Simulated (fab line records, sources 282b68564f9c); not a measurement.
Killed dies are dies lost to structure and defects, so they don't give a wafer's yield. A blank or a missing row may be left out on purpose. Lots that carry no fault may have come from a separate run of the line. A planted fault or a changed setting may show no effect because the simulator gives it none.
Struck lot and sound lot, side by side | flow rit_cmos | 17 out of 202 route steps
Sound: these wafers, L600.3, L600.5, L600.6. Struck: wafers L614.1, L614.2, L614.6. The cause is named last.
For every step that has rows: the tool of each side, followed by ch and its chambers, followed by its first start. Under that, the readings that differ: sound wafers | struck wafers | difference of the means | sigmas: that difference in standard deviations of wafers without a fault.
alike: words and numbers the same on both sides, and readings whose means are apart by under 2 such deviations; not compared: readings that were withheld, readings missing a value for some wafer, numbers with overlapping values and no deviation given by the record, and bounds like >300 which may hide the same value.
The two part at a step that has a row with sigmas, a row that says differs or no value, or rows on one side only. Non-overlapping numbers with no deviation appear without sigmas and do not part them. A reading missing from all wafers of one side parts the sides only when that side holds two or more wafers.

first, 2 steps without rows for these wafers: RIT_NRETRO_HARDBAKE_07 (time 120 s); RIT_NRETRO_IMPLANT_08.
RIT_NRETRO_STRIP_09: strips in O2, time 180 s.
  sound on plasma_asher-04 ch 0,1, day 2 10:22; struck on plasma_asher-01 ch 0,1, day 5 15:14
  alike: drypump_motor_current_A
  not compared: rf_hours_counter_h
RIT_NRETRO_TW_MEAS_10:
  sound: film_metro-04 at day 2 10:31; struck: film_metro-04 at day 5 15:25
  alike: NRETRO_TW
then, 6 steps without rows for these wafers: RIT_PRETRO_HMDS_00 (prime time 60 s); RIT_PRETRO_COAT_01 (resist thk 1300 nm); RIT_PRETRO_SOFTBAKE_02 (time 60 s); RIT_PRETRO_EXPOSE_03 (exposes mask M5, target cd 43700 nm); RIT_PRETRO_PEB_04; RIT_PRETRO_DEVELOP_05 (develop time 68 s).
RIT_PRETRO_OVL_MEAS_06:
  sound: overlay-02 at day 2 11:26; struck: overlay-02 at day 5 16:28
  alike: PRETRO_OVL
then, 1 step without rows for these wafers: RIT_PRETRO_HARDBAKE_07 (time 120 s).
RIT_PRETRO_IMPLANT_08:
  sound on implanter-01 ch 0, day 2 11:46; struck on implanter-03 ch 0, day 5 16:46
  reading                   | sound                | struck               | difference | sigmas
  beam_energy_keV           | 45.001 45.001 45.004 | 34.222 34.202 34.214 | -10.789    | -99 or more
  model.implant.rp_nm (nm)  | 143.4 143.4 143.4    | 108.5 108.5 108.5    | -34.9      |
  model.implant.drp_nm (nm) | 55.07 55.07 55.07    | 46.87 46.87 46.87    | -8.20      |
RIT_PRETRO_STRIP_09: strips in O2, time 180 s.
  sound on plasma_asher-04 ch 0,1, day 2 11:55; struck on plasma_asher-03 ch 0,1, day 5 16:55
  alike: drypump_motor_current_A
  not compared: rf_hours_counter_h
RIT_PRETRO_TW_MEAS_10:
  sound: film_metro-02 at day 2 12:04; struck: film_metro-02 at day 5 17:05
  reading   | sound             | struck            | difference | sigmas
  PRETRO_TW | 478.2 479.5 476.3 | 456.9 451.7 457.0 | -22.8      | -11
then, 1 step without rows for these wafers: RIT_GATE_WET_ETCH_00 (etches SiO2 in BOE, target depth 56 nm, time 60 s).
RIT_M1_PROBE_99:
  sound: prober-01 at day 3 14:16; struck: prober-01 at day 6 23:40
  reading                              | sound                | struck               | difference | sigmas
  model.etest.nmos_0p3.r_on_ohm_um     | 2158 2157 2144       | 2409 2385 2398       | +244       |
  model.etest.nmos_0p15.r_on_ohm_um    | 1118 1142 1099       | 1195 1206 1246       | +96        |
  model.etest.nmos_turned.drive_ua_um  | 317.8 318.2 335.3    | 270.7 275.7 275      | -50.0      |
  model.etest.nmos_0p15.drive_ua_um    | 465.7 469.5 482.9    | 419.1 427.2 417.5    | -51.4      |
  model.etest.nmos_narrow.drive_ua_um  | 220.9 226.8 227.4    | 188.3 190.3 194.6    | -34.0      |
  model.etest.nmos_0p3.drive_ua_um     | 222.7 225.2 224.8    | 186.1 191.6 191.5    | -34.5      |
  model.etest.nmos_0p15.swing_mv_dec   | 86.04 85.59 86.43    | 87.62 87.52 87.33    | +1.47      |
  model.etest.nmos_0p15.off_log10_a_um | -10.05 -10.08 -9.968 | -11.31 -11.01 -11.26 | -1.16      |
  alike: killed_at_contacts, killed_at_front_end, killed_dies, killed_on_rim, killed_open, killed_short

== WHERE THEY PART ==
Earliest at RIT_PRETRO_IMPLANT_08; latest, in this record, at RIT_PRETRO_TW_MEAS_10. Later steps at which nothing parts them and some readings are alike: RIT_M1_PROBE_99.

WHY: whatever the simulator had introduced
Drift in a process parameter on implanter-03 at RIT_PRETRO_IMPLANT_08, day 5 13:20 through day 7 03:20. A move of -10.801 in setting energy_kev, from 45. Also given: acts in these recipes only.
